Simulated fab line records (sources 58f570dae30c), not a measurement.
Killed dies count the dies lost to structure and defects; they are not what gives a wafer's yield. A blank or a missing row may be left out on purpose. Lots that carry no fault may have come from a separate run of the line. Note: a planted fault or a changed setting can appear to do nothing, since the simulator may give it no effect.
A lot that was struck, set against a sound lot || flow berkeley cmos170 || 15 steps out of a route of 331
Sound: the wafers L990.4, L990.5, L990.6. Struck: wafers L993.1, L993.2, L993.6. The cause is named last.
For every step that has rows: the tool of each side, followed by ch and its chambers, followed by its first start. Under that, the readings that differ: sound wafers || struck wafers || difference of the means || sigmas: that difference in standard deviations of wafers without a fault.
alike: readings with means less than 2 such deviations apart, plus words and numbers identical on both sides. not compared: withheld readings, readings lacking a value on some wafer, bounds such as >300 that could conceal the same value, and numbers that have no deviation in the record and whose values overlap.
A row with sigmas, a row that says differs or no value, or rows on one side alone: a step with any of these is where the two part. Numbers that don't overlap but have no deviation are shown without sigmas and don't part them. A reading missing from all wafers of one side parts the sides only when that side holds two or more wafers.

UCB170_V2_CD_MEAS_90: target cd 700 nm.
  struck on cd sem-02, day 9 00:02; sound on cd sem-02, day 7 12:20
{"reading": "cd nm (nm)", "sound": "700.7 702.5 702.7", "struck": "697.0 699.1 697.2", "difference": -4.2, "sigmas": -3}
then, 1 step without rows for these wafers: UCB170_M3_PRE_CLEAN_00 (preclean etch time 60 s).
UCB170_M3_SPUTTER_01: material Al, target thk 900 nm, time 120 s.
  struck on pvd sputter-01, day 9 00:13; sound on pvd sputter-03, day 7 12:28
  alike: chamber pressure pa, throttle valve pct
UCB170_M3_RS_MEAS_02: the measuring method here is four-point-probe.
  struck on film metro-01, day 9 00:18; sound on film metro-03, day 7 12:37
  alike: M3_AL_RS
UCB170_M3_THK_MEAS_03: measures by xrf.
  struck on film metro-01, day 9 00:25; sound on film metro-03, day 7 12:42
  alike: M3_AL_THK
then, 3 steps without rows for these wafers: UCB170_M3_HMDS_04 (prime time 60 s); UCB170_M3_COAT_05 (resist thk 900 nm); UCB170_M3_SOFTBAKE_06 (time 60 s).
UCB170_M3_STRIP_07: strips in O2.
  sound on plasma asher-04 ch 0,1, day 7 13:13; struck on plasma asher-04 ch 0,1, day 9 01:34
  alike: drypump motor current A, oes product au, strip time to endpoint s
  not compared: rf hours counter h
then, 3 steps without rows for these wafers: UCB170_M3_STRIP_08 (strips KrF in DMSO, time 600 s); UCB170_M3_COAT_09; UCB170_M3_COAT_10 (resist thk 900 nm).
UCB170_M3_SOFTBAKE_11: time 60 s.
  sound on litho track-03 ch 0, day 7 13:00; struck on litho track-01 ch 0, day 9 02:00
{"reading": "heater power total W (W)", "sound": "56.81 56.76 56.75", "struck": "60.45 60.39 60.48", "difference": "+3.67", "sigmas": "+89"}
{"reading": "run length s (s)", "sound": "88.8 88.9 88.7", "struck": "77.3 77.0 77.2", "difference": -11.6, "sigmas": -35}
then, 1 step without rows for these wafers: UCB170_M3_EXPOSE_12 (exposes mask METAL3, target cd 700 nm).
UCB170_M3_PROBE_99:
  the record has rows for the struck wafers here (prober-02, day 9 03:47) and none for the sound ones

## WHERE THEY PART
First at UCB170_V2_CD_MEAS_90; last, within this record, at UCB170_M3_PROBE_99.

WHY: the cause the simulator had injected
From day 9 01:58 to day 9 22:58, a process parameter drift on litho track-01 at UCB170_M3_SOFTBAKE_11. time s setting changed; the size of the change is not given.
